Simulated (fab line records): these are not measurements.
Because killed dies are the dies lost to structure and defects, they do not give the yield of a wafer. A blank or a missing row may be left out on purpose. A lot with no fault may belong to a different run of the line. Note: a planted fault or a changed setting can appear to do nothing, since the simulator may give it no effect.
Chamber matching / flow berkeley cmos170 / UCB170_V2_ETCH_14 on rie diel-02 has 4 sister chambers
The step etches SiO2 in CHF3/CF4/Ar, stops on Al, target depth 1250 nm, time 291 s. 8 wafers are shown with their chamber, then 7 later ones without.

## WAFERS WITH THEIR CHAMBER
wafer=L601.2; chamber=0; drypump motor current A (A)=6.4; throttle valve pct (%)=7.13
wafer=L601.4; chamber=3; drypump motor current A (A)=5.9; throttle valve pct (%)=7.04
wafer=L602.5; chamber=1; drypump motor current A (A)=4.9; throttle valve pct (%)=6.96
wafer=L606.1; chamber=2; drypump motor current A (A)=5.5; throttle valve pct (%)=6.91
wafer=L606.5; chamber=1; drypump motor current A (A)=4.9; throttle valve pct (%)=6.97
wafer=L606.6; chamber=2; drypump motor current A (A)=5.5; throttle valve pct (%)=6.91
wafer=L609.4; chamber=3; drypump motor current A (A)=5.9; throttle valve pct (%)=7.04
wafer=L609.5; chamber=0; drypump motor current A (A)=6.5; throttle valve pct (%)=7.14

## WAFERS WITHOUT THEIR CHAMBER
wafer=L609.6; drypump motor current A (A)=5.5; throttle valve pct (%)=6.92
wafer=L611.1; drypump motor current A (A)=4.9; throttle valve pct (%)=6.95
wafer=L611.4; drypump motor current A (A)=5.5; throttle valve pct (%)=6.91
wafer=L611.6; drypump motor current A (A)=6.4; throttle valve pct (%)=7.13
wafer=L618.2; drypump motor current A (A)=5.5; throttle valve pct (%)=6.91
wafer=L618.4; drypump motor current A (A)=4.9; throttle valve pct (%)=6.97
wafer=L618.6; drypump motor current A (A)=5.5; throttle valve pct (%)=6.90

## WHICH CHAMBER EACH WENT THROUGH
wafer=L609.6; from the rows above=2; in truth=2
wafer=L611.1; from the rows above=1; in truth=1
wafer=L611.4; from the rows above=2; in truth=2
wafer=L611.6; from the rows above=0; in truth=0
wafer=L618.2; from the rows above=2; in truth=2
wafer=L618.4; from the rows above=1; in truth=1
wafer=L618.6; from the rows above=2; in truth=2
Placed correctly: 7 of 7. Not placeable from these rows: 0. 0 placed wrongly.
How it was worked out, from the rows above alone: a wafer's distance from a chamber is the root of the sum, over the readings, of the square of ((its reading less the chamber's mean) divided by the reading's scatter). If the next closest chamber is less than 2 further off than the closest, the wafer can't be placed; otherwise it belongs to the closest. The mean given for a chamber averages the wafers shown for that chamber. The scatter: the root of (the sum of the squares of (reading less its chamber's mean) over the shown wafers, divided by (wafers less chambers)).
